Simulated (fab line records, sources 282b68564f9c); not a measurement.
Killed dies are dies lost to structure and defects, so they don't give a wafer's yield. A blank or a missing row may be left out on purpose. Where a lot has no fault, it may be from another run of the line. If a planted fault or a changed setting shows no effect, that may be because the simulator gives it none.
Which tool did it? | flow rit cmos | Sampling: 7 lots, 21 wafers, 2 of 202 route steps

== WHAT EACH GAUGE READ, for each wafer ==
RIT_CONTACT_THK_MEAS_01.
lot  | measured    | on            | CONTACT_TEOS_THK (nm)
L276 | day 3 18:49 | film metro-04 | 403 409 404
L278 | day 4 12:11 | film metro-04 | 404 402 397
L282 | day 5 01:41 | film metro-04 | 402 396 404
L287 | day 5 21:53 | film metro-04 | 399 403 396
L290 | day 6 12:31 | film metro-02 | 401 401 408
L292 | day 7 03:17 | film metro-02 | 394 395 394
L294 | day 7 11:56 | film metro-04 | 338 400 395

== EACH LOT AND THE TOOL THAT RAN IT (in order: tool; ch and the chambers of the sampled wafers; start) ==
lot  | RIT_CONTACT_CVD_00
L276 | pecvd-02 ch 1,2, day 3 18:46
L278 | pecvd-02 ch 0,1,2, day 4 12:07
L282 | pecvd-02 ch 1,2, day 5 01:37
L287 | pecvd-04 ch 0,1,2, day 5 21:50
L290 | pecvd-04 ch 0,1,2, day 6 12:28
L292 | pecvd-01 ch 0,1,2, day 7 03:14
L294 | pecvd-02 ch 0,1,2, day 7 11:53
- RIT_CONTACT_CVD_00: deposits SiO2 from TEOS, target thk 400 nm, time 61 s.

== THE ANSWER, worked out from the rows above alone ==
Rule: the usual values come from the lots themselves. The widest of any qualifying gaps counts: lots, ordered by their means at a reading, are off when they make up no more than a third of the lots, leave a main group of 4 or more, and stand apart from it by 3 or more times the standard deviation of that group's means. The tables above print the reading to a certain number of digits; a main group whose means all agree to those digits is not used. A lot without any number at a reading at which 4 lots or more have one is off too. Any other lot the step has rows for is counted as sound.
Off: L294, at RIT_CONTACT_THK_MEAS_01 (CONTACT_TEOS_THK). Mean 401 nm and standard deviation 3.4 in the main group.
A tool fits if, at a process step before that reading, it ran every lot that is off, and no sound lot after the first of them. Those tools and the gauges at RIT_CONTACT_THK_MEAS_01 are tried in the same way. 2 tools fit, pecvd-02 at RIT_CONTACT_CVD_00 and film metro-04 at RIT_CONTACT_THK_MEAS_01, so this cannot tell which one it is.

== WHAT WAS PUT IN BY THE SIMULATOR ==
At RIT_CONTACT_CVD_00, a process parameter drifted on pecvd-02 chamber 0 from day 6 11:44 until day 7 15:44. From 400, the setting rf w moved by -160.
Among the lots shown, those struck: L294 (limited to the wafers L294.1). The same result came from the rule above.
